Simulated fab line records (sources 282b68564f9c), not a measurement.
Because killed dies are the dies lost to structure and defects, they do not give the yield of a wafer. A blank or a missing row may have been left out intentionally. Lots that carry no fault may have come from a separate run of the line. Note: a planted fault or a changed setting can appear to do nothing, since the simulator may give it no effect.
Which tool was responsible?	flow ritCmos	Sampling: 14 lots, 42 wafers, 5 of 202 route steps

WHAT EACH GAUGE READ, for each wafer
RIT_ACTIVE_BOW_MEAS_00. Usual: INCOMING_BOW typically reads -1 um, with standard deviation 6.6.
lot	measured	on	INCOMING_BOW (um)	flag
L531	day 1 10:01	filmMetro-04	5 -8 4	
L532	day 1 15:02	filmMetro-02	2 -3 -12	
L533	day 1 20:01	filmMetro-04	3 -10 -11	
L534	day 2 01:01	filmMetro-02	-12 -4 6	
L535	day 2 06:00	filmMetro-03	-10 15 -7	
L536	day 2 11:00	filmMetro-02	6 1 -13	
L537	day 2 16:01	filmMetro-04	0 5 -4	
L538	day 2 21:04	filmMetro-03	-6 4 -6	
L539	day 3 02:01	filmMetro-02	1 -7 14	
L540	day 3 07:00	filmMetro-03	-1 2 -5	
L541	day 3 12:00	filmMetro-02	6 2 24	
L547	day 4 18:02	filmMetro-03	-1 6 6	
L552	day 5 19:00	filmMetro-04	-1 -5 7	
L553	day 6 00:00	filmMetro-02	0 6 -3	

RIT_REOX_THK_MEAS_04. Usual: REOX_OXIDE_THK typically reads 25.1 nm, with standard deviation 0.54.
lot	measured	on	REOX_OXIDE_THK (nm)	flag
L531	day 2 17:16	filmMetro-01	25.9 25.9 26.0	
L532	day 2 22:52	filmMetro-04	25.3 25.2 25.5	
L533	day 3 05:13	filmMetro-04	25.1 25.3 24.7	
L534	day 3 07:55	filmMetro-01	24.3 24.6 24.4	
L535	day 3 13:39	filmMetro-01	25.6 25.3 25.6	
L536	day 3 17:56	filmMetro-01	25.9 25.4 26.0	
L537	day 3 22:14	filmMetro-01	25.1 25.0 25.1	
L538	day 4 04:44	filmMetro-03	25.2 25.3 25.3	
L539	day 4 09:04	filmMetro-01	25.3 25.5 25.3	
L540	day 4 14:35	filmMetro-03	24.0 24.5 24.3	
L541	day 4 18:38	filmMetro-01	24.8 24.3 24.2	
L547	day 6 00:10	filmMetro-03	24.8 24.8 24.6	
L552	day 7 02:00	filmMetro-03	17.0 16.2 16.7	OFF
L553	day 7 06:11	filmMetro-01	16.2 16.5 16.5	OFF

RIT_SDANNEAL_RS_MEAS_04: the measuring method here is four-point-probe. Usual: PSD_RS typically reads 116.0 ohm/sq, with standard deviation 0.31.
lot	measured	on	PSD_RS (ohm/sq)	flag
L531	day 3 02:52	filmMetro-02	116.3 116.2 116.1	
L532	day 3 07:53	filmMetro-02	116.0 116.1 116.2	
L533	day 3 14:30	filmMetro-02	116.0 116.3 116.2	
L534	day 3 18:10	filmMetro-04	116.2 116.5 116.9	
L535	day 3 23:01	filmMetro-04	116.0 115.6 115.9	
L536	day 4 02:59	filmMetro-03	115.7 115.8 115.5	
L537	day 4 07:32	filmMetro-03	115.7 115.3 115.6	
L538	day 4 13:41	filmMetro-04	116.7 116.2 116.5	
L539	day 4 18:17	filmMetro-04	115.8 116.5 116.2	
L540	day 4 23:44	filmMetro-04	116.2 116.5 116.1	
L541	day 5 03:33	filmMetro-02	116.2 115.9 116.3	
L547	day 6 09:07	filmMetro-04	115.8 116.1 115.8	
L552	day 7 11:00	filmMetro-03	116.2 115.8 115.8	
L553	day 7 15:07	filmMetro-04	116.1 115.7 116.2	

WHICH TOOL RAN EACH LOT (tool, then ch and the chambers of the sampled wafers, then the start)
lot	RIT_NWELL_STRIP_09	RIT_REOX_OXIDATION_03
L531	plasmaAsher-02 ch 0,1, day 1 22:38	furnace-02 ch 0, day 2 14:43
L532	plasmaAsher-04 ch 0,1, day 2 02:03	furnace-01 ch 0, day 2 20:17
L533	plasmaAsher-04 ch 0,1, day 2 07:51	furnace-03 ch 0, day 3 02:39
L534	plasmaAsher-02 ch 0,1, day 2 13:10	furnace-03 ch 0, day 3 05:21
L535	plasmaAsher-02 ch 0,1, day 2 18:16	furnace-02 ch 0, day 3 11:06
L536	plasmaAsher-02 ch 0,1, day 2 22:34	furnace-02 ch 0, day 3 15:23
L537	plasmaAsher-02 ch 0,1, day 3 02:58	furnace-03 ch 0, day 3 19:40
L538	plasmaAsher-02 ch 0,1, day 3 08:31	furnace-01 ch 0, day 4 02:09
L539	plasmaAsher-04 ch 0,1, day 3 12:56	furnace-02 ch 0, day 4 06:30
L540	plasmaAsher-01 ch 0,1, day 3 18:50	furnace-03 ch 0, day 4 12:02
L541	plasmaAsher-01 ch 0,1, day 3 22:49	furnace-03 ch 0, day 4 16:05
L547	plasmaAsher-04 ch 0,1, day 5 04:45	furnace-01 ch 0, day 5 21:35
L552	plasmaAsher-02 ch 0,1, day 6 05:47	furnace-03 ch 0, day 6 23:27
L553	plasmaAsher-04 ch 0,1, day 6 11:20	furnace-03 ch 0, day 7 03:38
- RIT_NWELL_STRIP_09: strips in O2, time 180 s.
- RIT_REOX_OXIDATION_03: target thk 25.2 nm, ox time 5580 s.

WHAT THE TOOLS THEMSELVES READ (means of the sampled wafers that have a number; where no wafer has one, the mark that the record gives instead)
RIT_NWELL_STRIP_09. Usual: chamberPressureMTorr 4000 mTorr, standard deviation 3.7; drypumpMotorCurrentA 5.7 A, standard deviation 0.41; rfReflPowerW 7.3 W, standard deviation 0.87.
lot	tool	chamberPressureMTorr (mTorr)	drypumpMotorCurrentA (A)	rfReflPowerW (W)	flag
L531	plasmaAsher-02	4001	5.4	8.0	
L532	plasmaAsher-04	4003	6.2	7.8	
L533	plasmaAsher-04	3999	6.2	7.8	
L534	plasmaAsher-02	3997	5.4	7.9	
L535	plasmaAsher-02	4000	5.4	8.1	
L536	plasmaAsher-02	3998	5.3	7.2	
L537	plasmaAsher-02	4001	5.4	8.0	
L538	plasmaAsher-02	3998	5.4	8.1	
L539	plasmaAsher-04	4003	6.2	7.6	
L540	plasmaAsher-01	3998	5.6	7.0	
L541	plasmaAsher-01	3999	5.9	7.0	
L547	plasmaAsher-04	4003	6.2	7.3	
L552	plasmaAsher-02	3998	5.3	7.1	
L553	plasmaAsher-04	4000	6.2	7.2	

RIT_REOX_OXIDATION_03. Usual: for spikeTcCentreC, 902.5 C with a standard deviation of 2.1; for spikeTcLoadC, 924.1 C with a standard deviation of 2.1; for spikeTcSourceC, 923.6 C with a standard deviation of 1.5; for tubeCenterTempC, 899.99 C with a standard deviation of 0.073; for tube_center_temp_C_max, 902.3 with a standard deviation of 0.38; for zonePowerCentrePct, 42.6 % with a standard deviation of 0.62; for zonePowerSourcePct, 25.7 % with a standard deviation of 0.78.
lot	tool	spikeTcCentreC (C)	spikeTcLoadC (C)	spikeTcSourceC (C)	tubeCenterTempC (C)	tube_center_temp_C_max	zonePowerCentrePct (%)	zonePowerSourcePct (%)	flag
L531	furnace-02	903.1	924.7	924.2	899.96	902.0	42.2	26.4	
L532	furnace-01	903.5	921.4	921.6	899.94	902.4	42.7	24.7	
L533	furnace-03	900.2	926.3	923.3	900.04	902.7	42.9	25.4	
L534	furnace-03	899.3	924.9	923.0	900.04	902.4	42.9	25.3	
L535	furnace-02	904.7	923.6	925.7	900.04	902.5	42.0	26.8	
L536	furnace-02	904.7	923.1	925.6	899.95	902.2	42.0	26.4	
L537	furnace-03	900.0	926.4	923.4	900.05	902.4	43.1	25.5	
L538	furnace-01	904.3	921.0	922.7	900.01	902.2	42.6	24.9	
L539	furnace-02	903.9	922.7	924.5	899.95	902.4	42.2	26.4	
L540	furnace-03	900.6	925.4	924.1	899.96	902.2	42.4	25.2	
L541	furnace-03	900.3	927.0	923.6	899.97	902.0	42.7	25.7	
L547	furnace-01	904.5	920.9	921.5	899.92	902.0	42.0	24.8	
L552	furnace-03	864.8	889.2	887.0	864.17	866.4	40.9	23.4	OFF
L553	furnace-03	864.0	890.4	887.0	864.25	866.8	41.5	23.3	OFF

THE ANSWER, worked out from the rows above alone
Rule: take the mean of a lot's wafers that have a number; if it is more than 3 standard deviations from the usual mean, the lot is off. Also off: a lot with no number at a reading for which 4 or more lots have one. The other lots that the step has rows for count as sound. Order of review: gauges by route order, followed by the tools' own readings, for which a lot's mean as printed above is used. The first step at which some lot is off is used, and at that step the reading that is off furthest; a lot without a number counts as furthest.
Off: L552, L553, seen at RIT_REOX_THK_MEAS_04 (REOX_OXIDE_THK).
A tool fits if, at a process step before that reading, it ran every lot that is off, and no sound lot after the first of them. Not tried: the gauges at RIT_REOX_THK_MEAS_04; whatever is off there is also off at RIT_REOX_OXIDATION_03, on other tools, and gauge error can't account for it. One candidate fits, namely furnace-03 at RIT_REOX_OXIDATION_03. A fault onset in the window from L541 (day 4 16:05, its last sound lot) to L552 (day 6 23:27, its first lot off) fits.
The tool's own readings at RIT_REOX_OXIDATION_03 bear it out: on the lots that are off they differ by more than 5 times the standard deviation of the sound lots' means. spikeTcCentreC reads 864.4 C there against 902.4 C on the sound lots; spikeTcLoadC reads 889.8 C there against 924.0 C on the sound lots; spikeTcSourceC reads 887.0 C there against 923.6 C on the sound lots; tubeCenterTempC reads 864.21 C there against 899.99 C on the sound lots; tube_center_temp_C_max reads 866.6 there against 902.3 on the sound lots.

WHAT THE SIMULATOR HAD PUT IN
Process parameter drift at RIT_REOX_OXIDATION_03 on furnace-03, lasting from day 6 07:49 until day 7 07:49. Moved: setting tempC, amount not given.
Lots struck among those shown: L552, L553. This agrees with what the rule above found.
